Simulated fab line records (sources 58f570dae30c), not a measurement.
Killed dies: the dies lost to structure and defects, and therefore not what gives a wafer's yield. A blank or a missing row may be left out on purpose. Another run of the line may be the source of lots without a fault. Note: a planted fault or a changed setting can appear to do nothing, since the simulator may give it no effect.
fab line records    flow berkeleyCmos170
record: lots: 6  wafers: 18  lastDay: 13
route steps=331 shown PSD@180 NSD@187
lots with no fault: from the same line, run without faults
startH: start of the lot's first displayed wafer, in hours after the record's first day    waitH: time in hours since the lot's previous step    " as in the row above    L1.1+2: a row that stands for several wafers    - either no value or no given start    * or withheld: withheld    < > ~ a bound
route shown NAME@n: a module of which the file shows steps, and the number in the route of the first    usual: mean/standard deviation of fault-free wafers    same: alike in all rows    chamber/n: place in a boat    sites: per-site readings    _std_site: the values' standard deviation    _edge_site: mean of outer sites minus mean of inner sites    radiusMm: how far each site lies from the wafer's centre    mask NAME#n: copy n    behind: tool/chamber where the wafer was last shaped    hold: the reason the lot was held/the length of the hold in hours/how it ended    device: which transistor (n, p or np) failed to switch    end of line: the same wafers' tests at the end of the route    a step given without rows: its recipe and nothing more    killed: dies that structure and defects cost at the first sort, which is not the same as the wafer's yield    map: per-die view of a wafer (x killed, . not killed, _ where there is no die)
set.NAME: the setting as run; set.NAME@STEP: as run at that earlier step    model.NAME: the simulator's own value behind a step, which no gauge read
certain route steps with their lots: each step a table, each wafer a row
services: when a tool's chamber went out of use (startH, in hours from the record's first day, below 0 if earlier), for how many hours, and the reason
== steps ==
step: UCB170_PSD_DEVELOP_05
recipe: developer: TMAH  developTimeS: 45  resist: KrF  devTempC: 21
step: UCB170_PSD_CD_MEAS_06
recipe: targetCdNm: 1200
usual: cdNm: 1199.9/1.4
lot.wafer  tool      chamber  startH  waitH  cdNm
L966.1     cdSem-01  -        189.69  -      1202.1
L966.2     "         -        "       "      1200.1
L966.3     "         -        "       "      1201.2
L972.2     cdSem-02  -        208.53  -      1198.7
L972.3     "         -        "       "      1196.8
L972.6     "         -        "       "      1197.7
L970.1     cdSem-02  -        208.67  -      1199.4
L970.3     "         -        "       "      1200.4
L970.5     "         -        "       "      1198.4
L974.1     cdSem-02  -        208.95  -      1200.7
L974.2     "         -        "       "      1200.9
L974.4     "         -        "       "      1199.7
L983.1     cdSem-01  -        287.00  -      1200.5
L983.3     "         -        "       "      1200.6
L983.6     "         -        "       "      1198.5
L985.1     cdSem-01  -        296.25  -      1198.2
L985.4     "         -        "       "      1198.8
L985.5     "         -        "       "      1197.7
step: UCB170_PSD_OVL_MEAS_07
usual: PSD_OVL: -3/5.2
lot.wafer  tool        chamber  startH  waitH  PSD_OVL[nm]
L966.1     overlay-01  -        189.81  0.1    -10
L966.2     "           -        "       "      -13
L966.3     "           -        "       "      -2
L972.2     overlay-01  -        208.63  0.1    -3
L972.3     "           -        "       "      -8
L972.6     "           -        "       "      -12
L970.1     overlay-02  -        208.79  0.1    0
L970.3     "           -        "       "      -6
L970.5     "           -        "       "      1
L974.1     overlay-02  -        209.07  0.1    -2
L974.2     "           -        "       "      -2
L974.4     "           -        "       "      -4
L983.1     overlay-01  -        287.12  0.1    -8
L983.3     "           -        "       "      -8
L983.6     "           -        "       "      2
L985.1     overlay-01  -        296.37  0.1    3
L985.4     "           -        "       "      7
L985.5     "           -        "       "      1
step: UCB170_PSD_IMPLANT_08
recipe: species: B  doseCm2: 3e+15  energyKev: 20  tiltDeg: 7
step: UCB170_PSD_STRIP_09
recipe: chemistry: O2  powerW: 400  pressureMtorr: 3500  platenTempC: withheld  o2FlowSccm: 400  overashFraction: 0.5
usual: drypumpMotorCurrentA: 5.9/0.45  oesProductAu: 0.600/0.0044  stripTimeToEndpointS: 29.37/0.072
lot.wafer  tool            chamber  startH  waitH  drypumpMotorCurrentA  oesProductAu  rfHoursCounterH  stripTimeToEndpointS
L966.1     plasmaAsher-02  1        190.10  0.1    5.8                   0.605         42               29.31
L966.2     "               0        "       "      6.3                   0.609         42               29.43
L966.3     "               0        "       "      6.2                   0.593         -                29.35
L972.2     plasmaAsher-03  0        208.81  0.1    5.0                   0.601         10               29.41
L972.3     "               0        "       "      5.0                   0.603         -                29.41
L972.6     "               1        "       "      5.7                   0.606         -                29.44
L970.1     plasmaAsher-01  1        208.98  0.1    6.4                   0.606         48               29.36
L970.3     "               1        "       "      6.4                   0.607         -                29.34
L970.5     "               1        "       "      6.4                   0.602         -                29.42
L974.1     plasmaAsher-03  1        209.25  0.1    5.7                   0.598         10               29.43
L974.2     "               0        "       "      5.0                   0.599         10               29.43
L974.4     "               0        "       "      5.0                   0.592         -                29.48
L983.1     plasmaAsher-02  0        287.30  0.1    6.3                   0.601         51               29.43
L983.3     "               0        "       "      6.3                   0.599         -                29.44
L983.6     "               1        "       "      5.8                   0.604         -                29.44
L985.1     plasmaAsher-02  0        296.55  0.1    6.2                   0.602         52               29.38
L985.4     "               0        "       "      6.3                   0.606         -                29.30
L985.5     "               0        "       "      6.2                   0.601         -                29.43
step: UCB170_PSD_TW_MEAS_10
usual: PSD_TW: 2324/26
lot.wafer  tool          chamber  startH  waitH  PSD_TW
L966.1     filmMetro-02  -        190.20  0.1    2286
L966.2     "             -        "       "      2290
L966.3     "             -        "       "      2297
L972.2     filmMetro-03  -        208.92  0.1    2343
L972.3     "             -        "       "      2343
L972.6     "             -        "       "      2340
L970.1     filmMetro-02  -        209.08  0.1    2276
L970.3     "             -        "       "      2305
L970.5     "             -        "       "      2299
L974.1     filmMetro-02  -        209.35  0.1    2284
L974.2     "             -        "       "      2296
L974.4     "             -        "       "      2307
L983.1     filmMetro-02  -        287.40  0.1    2273
L983.3     "             -        "       "      2284
L983.6     "             -        "       "      2289
L985.1     filmMetro-03  -        296.65  0.1    2352
L985.4     "             -        "       "      2353
L985.5     "             -        "       "      2354
step: UCB170_PSD_CLEAN_11
recipe: chemistry: SPM  tempC: 120  timeS: 600
step: UCB170_NSD_HMDS_00
recipe: primeTimeS: 60  primeTempC: 100
step: UCB170_NSD_COAT_01
recipe: resist: KrF  spinRpm: 1500  resistThkNm: 900
step: UCB170_NSD_SOFTBAKE_02
recipe: resist: KrF  tempC: 130  timeS: 60
step: UCB170_NSD_EXPOSE_03
recipe: maskId: NSELECT_MOD  na: 0.5  sigmaOuter: 0.6  sourceShape: conventional  targetCdNm: 1200  doseMj: 30
step: UCB170_NSD_PEB_04
recipe: pebTempC: 130  pebTimeS: withheld  resist: KrF
step: UCB170_NSD_DEVELOP_05
recipe: developer: TMAH  developTimeS: 45  resist: KrF  devTempC: 21
usual: chillPlateTempC: 22.99/0.11  developTimeS: 45/0
lot.wafer  tool           chamber  startH  waitH  chillPlateTempC  developTimeS  model.KrF_of_NSD_COAT_01.thkNm
L966.1     lithoTrack-01  0        192     -      22.97            45            879.6
L966.2     "              0        "       "      22.93            45            884.7
L966.3     "              0        "       "      23.01            45            883
L972.2     lithoTrack-03  -        210     -      -                -             902.6
L972.3     "              -        "       "      -                -             900.7
L972.6     "              -        "       "      -                -             902.8
L970.1     lithoTrack-02  -        210     -      -                -             895.7
L970.3     "              -        "       "      -                -             898.4
L970.5     "              -        "       "      -                -             893.2
L974.1     lithoTrack-03  0        210     -      22.84            45            889.2
L974.2     "              0        "       "      23.06            45            887.1
L974.4     "              0        "       "      22.98            45            887.5
L983.1     lithoTrack-02  0        288     -      23.09            45            885.1
L983.3     "              0        "       "      22.96            45            885.3
L983.6     "              0        "       "      23.00            45            881.4
L985.1     lithoTrack-03  0        299     -      22.88            45            885.2
L985.4     "              0        "       "      22.97            45            889.2
L985.5     "              0        "       "      22.82            45            888
step: UCB170_NSD_CD_MEAS_06
recipe: targetCdNm: 1200
usual: cdNm: 1200.4/1.6
lot.wafer  tool      chamber  startH  waitH  cdNm
L966.1     cdSem-02  -        192.28  -      1202.3
L966.2     "         -        "       "      1200.7
L966.3     "         -        "       "      1201.1
L972.2     cdSem-01  -        210.52  -      -
L972.3     "         -        "       "      -
L972.6     "         -        "       "      -
L970.1     cdSem-01  -        210.62  -      -
L970.3     "         -        "       "      -
L970.5     "         -        "       "      -
L974.1     cdSem-02  -        210.79  -      1202.0
L974.2     "         -        "       "      1203.4
L974.4     "         -        "       "      1202.5
L983.1     cdSem-01  -        288.64  -      1198.8
L983.3     "         -        "       "      1198.6
L983.6     "         -        "       "      1198.4
L985.1     cdSem-01  -        299.61  -      1201.7
L985.4     "         -        "       "      1201.0
L985.5     "         -        "       "      1200.9
== services ==
tool            chamber  startH  hours  kind
plasmaAsher-02  -        256.94  2.7    repair
== key ==
firstSign: step: UCB170_NSD_DEVELOP_05  reading: toolRecord  direction: missing
effect none on later readings
modelEffect: step: UCB170_NSD_DEVELOP_05  value: KrF_of_NSD_COAT_01.thkNm  without: 884.7  struck: 898.9
metAt UCB170_NSD_DEVELOP_05
struckWafers L970.1,L970.3,L970.5,L972.2,L972.3,L972.6
sortLeftOut L970.1,L970.3,L970.5,L972.2,L972.3,L972.6
testerLeftOut L970,L972
fault: kind: skippedStepWhole  tool: lithoTrack-02,lithoTrack-03  chamber: -  onsetH: 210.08  steps: UCB170_NSD_DEVELOP_05  scope: struckLotsOnly
testerLeftOut: of these lots the tester's yield and bins aren't shown, on N5 and GAA mostly nor the transistor test; their killed dies are dies lost to structure and defects alone, not to doping, threshold or leakage, so they don't give the yield
sortLeftOut: the simulated sort isn't trusted on such a fault, so these wafers' sort isn't shown, and their yield isn't known
